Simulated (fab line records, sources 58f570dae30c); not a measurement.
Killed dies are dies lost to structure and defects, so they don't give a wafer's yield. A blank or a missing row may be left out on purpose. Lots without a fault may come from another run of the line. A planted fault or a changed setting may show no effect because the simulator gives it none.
fab line records | flow berkeley_cmos170
record lots=5 wafers=15 last_day=12
route steps=331 shown NWELL@15
lots that met no fault: from a run of the same line without faults
start_h: hours from the record's first day to the start of the lot's first wafer shown | wait_h: hours since the lot's step before | " the same as in the row above | L1.1+2: a row that stands for several wafers | - no value, or no start given | * or withheld: withheld | < > ~ a bound
route shown NAME@n: a module of which the file shows steps, and the number in the route of the first | usual: mean/standard deviation of fault-free wafers | same: alike in all rows | chamber/n: place in a boat | sites: the reading at each site | _std_site: their standard deviation | _edge_site: outer sites' mean less inner sites' | radius_mm: how far each site lies from the wafer's centre | mask NAME#n: copy n | behind: the tool/chamber that last shaped the wafer | hold: why the lot was held/for how many hours/how that ended | device: the transistor (n, p or np) that didn't switch | end of line: the same wafers' tests at the end of the route | a step without rows: its recipe alone | killed: dies lost to structure and defects at the first sort, not the wafer's yield | map: a wafer's dies, x killed, . not, _ none there
set.NAME: the setting as run; set.NAME@STEP: as run at that earlier step | model.NAME: the simulator's own value behind a step, which no gauge read
lots at some steps of the route; a table a step, a row a wafer
services: from which hour (start_h, from the record's first day; less than 0 if before it) a tool's chamber was out of use, for how many hours, and why
## steps
# step UCB170_NWELL_OXIDATION_01
# recipe temp_c=1000 ambient=O2 target_thk_a=264 ox_time_s=1260
# step UCB170_NWELL_THK_MEAS_02
# recipe reads=SiO2_of_NWELL_OXIDATION_01
# usual NWELL_OXIDE_THK=26.6/0.45
# columns lot.wafer tool chamber start_h wait_h NWELL_OXIDE_THK[nm]
L160.1 film_metro-02 - 36.44 0.0 26.9
L160.2 " - " " 27.1
L160.3 " - " " 27.0
L167.2 film_metro-02 - 67.46 0.0 25.7
L167.5 " - " " 25.8
L167.6 " - " " 25.9
L172.1 film_metro-01 - 99.88 0.0 26.8
L172.3 " - " " 26.6
L172.4 " - " " 26.1
L173.1 film_metro-02 - 99.88 0.0 26.2
L173.2 " - " " 25.8
L173.4 " - " " 26.2
L179.3 film_metro-01 - 132.48 0.0 27.0
L179.4 " - " " 26.7
L179.5 " - " " 27.3
# step UCB170_NWELL_ANNEAL_03
# recipe temp_c=1000 time_s=900 ambient=N2
# step UCB170_NWELL_CVD_04
# recipe material=Si3N4 target_thk_nm=224 temp_c=800 precursor=SiH2Cl2/NH3 time_s=3360 pressure_mtorr=200 sih2cl2_flow_sccm=25 nh3_flow_sccm=75
# step UCB170_NWELL_THK_MEAS_05
# recipe reads=Si3N4_of_NWELL_CVD_04
# usual NWELL_NITRIDE_THK=223.2/2.6
# columns lot.wafer tool chamber start_h wait_h NWELL_NITRIDE_THK[nm]
L160.1 film_metro-01 - 43.96 0.0 226.5
L160.2 " - " " 226.6
L160.3 " - " " 227.4
L167.2 film_metro-03 - 73.49 0.0 222.1
L167.5 " - " " 223.7
L167.6 " - " " 220.8
L172.1 film_metro-02 - 108.77 0.0 222.5
L172.3 " - " " 224.3
L172.4 " - " " 222.9
L173.1 film_metro-01 - 108.77 0.0 219.9
L173.2 " - " " 218.2
L173.4 " - " " 218.8
L179.3 film_metro-01 - 138.51 0.0 224.8
L179.4 " - " " 225.5
L179.5 " - " " 226.7
# step UCB170_NWELL_HMDS_06
# recipe prime_time_s=60 prime_temp_c=100
# step UCB170_NWELL_COAT_07
# recipe resist=KrF spin_rpm=1500 resist_thk_nm=900
# step UCB170_NWELL_SOFTBAKE_08
# recipe resist=KrF temp_c=130 time_s=60
# step UCB170_NWELL_EXPOSE_09
# recipe mask_id=NWELL target_cd_nm=3000 na=0.5 sigma_outer=0.6 source_shape=conventional dose_mj=25
# step UCB170_NWELL_PEB_10
# recipe peb_temp_c=130 peb_time_s=withheld resist=KrF
# step UCB170_NWELL_DEVELOP_11
# recipe developer=TMAH develop_time_s=45 resist=KrF dev_temp_c=21
# step UCB170_NWELL_OVL_MEAS_12
# usual NWELL_OVL=3/5.1
# columns lot.wafer tool chamber start_h wait_h NWELL_OVL[nm]
L160.1 overlay-02 - 45.09 - 0
L160.2 " - " " -4
L160.3 " - " " -4
L167.2 overlay-02 - 75.16 - 4
L167.5 " - " " 9
L167.6 " - " " 0
L173.1 overlay-02 - 110.67 - 6
L173.2 " - " " 0
L173.4 " - " " 9
L172.1 overlay-01 - 110.86 - 3
L172.3 " - " " -1
L172.4 " - " " 7
L179.3 overlay-01 - 139.40 - 0
L179.4 " - " " 7
L179.5 " - " " 4
# step UCB170_NWELL_ETCH_13
# recipe chemistry=CH3F/Ar/O2 target=Si3N4 stop_on=SiO2 CH3F_flow_sccm=20 Ar_flow_sccm=50 O2_flow_sccm=7 pressure_mtorr=50 rf_w=450 target_depth_a=2464 over_etch_frac=0.1 time_s=154
# usual CH3F_flow_sccm=20.00/0.059 chamber_pressure_mTorr=50.00/0.047 drypump_motor_current_A=5.7/0.48 oes_product_au=0.941/0.017 throttle_valve_pct=8.09/0.1
# columns lot.wafer tool chamber start_h wait_h CH3F_flow_sccm chamber_pressure_mTorr drypump_motor_current_A oes_product_au rf_hours_counter_h throttle_valve_pct model.KrF_of_NWELL_COAT_07.thk_nm
L160.1 rie_diel-01 1 45.13 0.0 20.00 50.03 5.8 0.964 15 8.14 721.5
L160.2 " 3 " " 20.04 50.08 5.4 0.960 5 8.03 720.6
L160.3 " 2 " " 19.95 50.04 5.5 0.977 104 7.86 720.6
L167.2 rie_diel-04 2 75.19 0.0 20.03 49.99 6.5 0.914 14 8.00 721.9
L167.5 " 0 " " 19.96 50.09 6.2 0.936 - 8.10 731.7
L167.6 " 1 " " 20.07 49.98 6.1 0.950 - 8.13 728.1
L173.1 rie_diel-02 3 110.71 0.0 20.05 50.02 5.2 0.923 139 7.96 715.7
L173.2 " 0 " " 20.04 50.02 5.4 0.897 48 8.17 718.2
L173.4 " 2 " " 20.08 50.02 6.3 0.927 7 8.20 719
L172.1 rie_diel-04 3 110.90 0.0 19.97 49.99 4.8 0.939 40 8.21 740.9
L172.3 " 1 " " 19.99 50.03 6.0 0.955 2 8.14 720.6
L172.4 " 0 " " 19.98 49.99 6.2 0.939 95 8.11 724.2
L179.3 rie_diel-02 0 139.43 0.0 20.11 49.96 5.4 0.919 49 8.17 718.1
L179.4 " 1 " " 20.03 49.92 5.3 0.941 60 8.15 722.8
L179.5 " 3 " " 20.03 49.96 5.2 0.943 - 7.97 720.5
# step UCB170_NWELL_IMPLANT_14
# recipe species=P dose_cm2=1e+13 energy_kev=150 tilt_deg=7
# step UCB170_NWELL_STRIP_15
# recipe chemistry=O2 power_w=400 pressure_mtorr=3500 platen_temp_c=withheld o2_flow_sccm=400 overash_fraction=0.5
# usual chamber_pressure_mTorr=3500/3.2 drypump_motor_current_A=6.1/0.38 oes_product_au=0.721/0.0045 strip_time_to_endpoint_s=18.01/0.095
# same overash_fraction=0.5
# columns lot.wafer tool chamber start_h wait_h chamber_pressure_mTorr drypump_motor_current_A oes_product_au rf_hours_counter_h strip_time_to_endpoint_s
L160.1 plasma_asher-02 1 45.38 0.1 3502 6.1 0.720 32 18.01
L160.2 " 0 " " 3505 6.4 0.719 32 18.00
L160.3 " 1 " " 3496 6.1 0.718 - 17.97
L167.2 plasma_asher-02 0 75.44 0.1 3500 6.4 0.719 35 18.03
L167.5 " 0 " " 3505 6.4 0.709 - 18.26
L167.6 " 1 " " 3503 6.1 0.728 - 18.16
L173.1 plasma_asher-04 1 110.96 0.1 3499 5.5 0.723 40 17.88
L173.2 " 0 " " 3505 6.3 0.716 40 17.94
L173.4 " 1 " " 3507 5.5 0.716 - 17.95
L172.1 plasma_asher-04 1 111.15 0.1 3499 5.5 0.725 40 18.49
L172.3 " 1 " " 3501 5.5 0.732 - 17.99
L172.4 " 0 " " 3498 6.4 0.709 - 18.08
L179.3 plasma_asher-01 1 139.71 0.1 3502 5.4 0.721 - 17.92
L179.4 " 0 " " 3507 6.2 0.727 - 18.04
L179.5 " 0 " " 3500 6.2 0.717 - 18.00
# step UCB170_NWELL_TW_MEAS_16
# usual NWELL_TW=1244/13
# columns lot.wafer tool chamber start_h wait_h NWELL_TW
L160.1 film_metro-01 - 45.48 0.1 1240
L160.2 " - " " 1242
L160.3 " - " " 1234
L167.2 film_metro-02 - 75.55 0.1 1245
L167.5 " - " " 1241
L167.6 " - " " 1247
L173.1 film_metro-01 - 111.06 0.1 1226
L173.2 " - " " 1229
L173.4 " - " " 1232
L172.1 film_metro-02 - 111.25 0.1 1262
L172.3 " - " " 1261
L172.4 " - " " 1266
L179.3 film_metro-03 - 139.80 0.1 1244
L179.4 " - " " 1242
L179.5 " - " " 1242
## services
# columns tool chamber start_h hours kind
plasma_asher-04 - 22.73 4.0 repair
plasma_asher-01 - 31.37 9.4 repair
rie_diel-02 1 45.10 1.5 repair
rie_diel-02 3 64.98 3.9 repair
plasma_asher-01 - 84.80 15.0 pm
rie_diel-01 0 92.20 4.6 repair
rie_diel-04 - 95.21 14.6 pm
plasma_asher-02 - 109.05 6.9 pm
plasma_asher-04 - 125.17 15.6 pm
## key
first_sign step=UCB170_NWELL_STRIP_15 reading=strip_time_to_endpoint_s direction=up sigmas=5.2 usual=* struck=*
effect none on later readings
model_effect step=UCB170_NWELL_ETCH_13 value=KrF_of_NWELL_COAT_07.thk_nm without=719.9 struck=740.9
met_at UCB170_NWELL_ETCH_13
struck_wafers L172.1
sort_left_out L172.1
tester_left_out L172
fault kind=process_parameter_drift tool=rie_diel-04 chamber=3 onset_h=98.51 steps=UCB170_NWELL_ETCH_13 channel=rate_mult offset=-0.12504 shape=step end_h=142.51
# tester_left_out: of these lots the tester's yield and bins aren't shown, on N5 and GAA mostly nor the transistor test; their killed dies are dies lost to structure and defects alone, not to doping, threshold or leakage, so they don't give the yield
# sort_left_out: the simulated sort isn't trusted on such a fault, so these wafers' sort isn't shown, and their yield isn't known
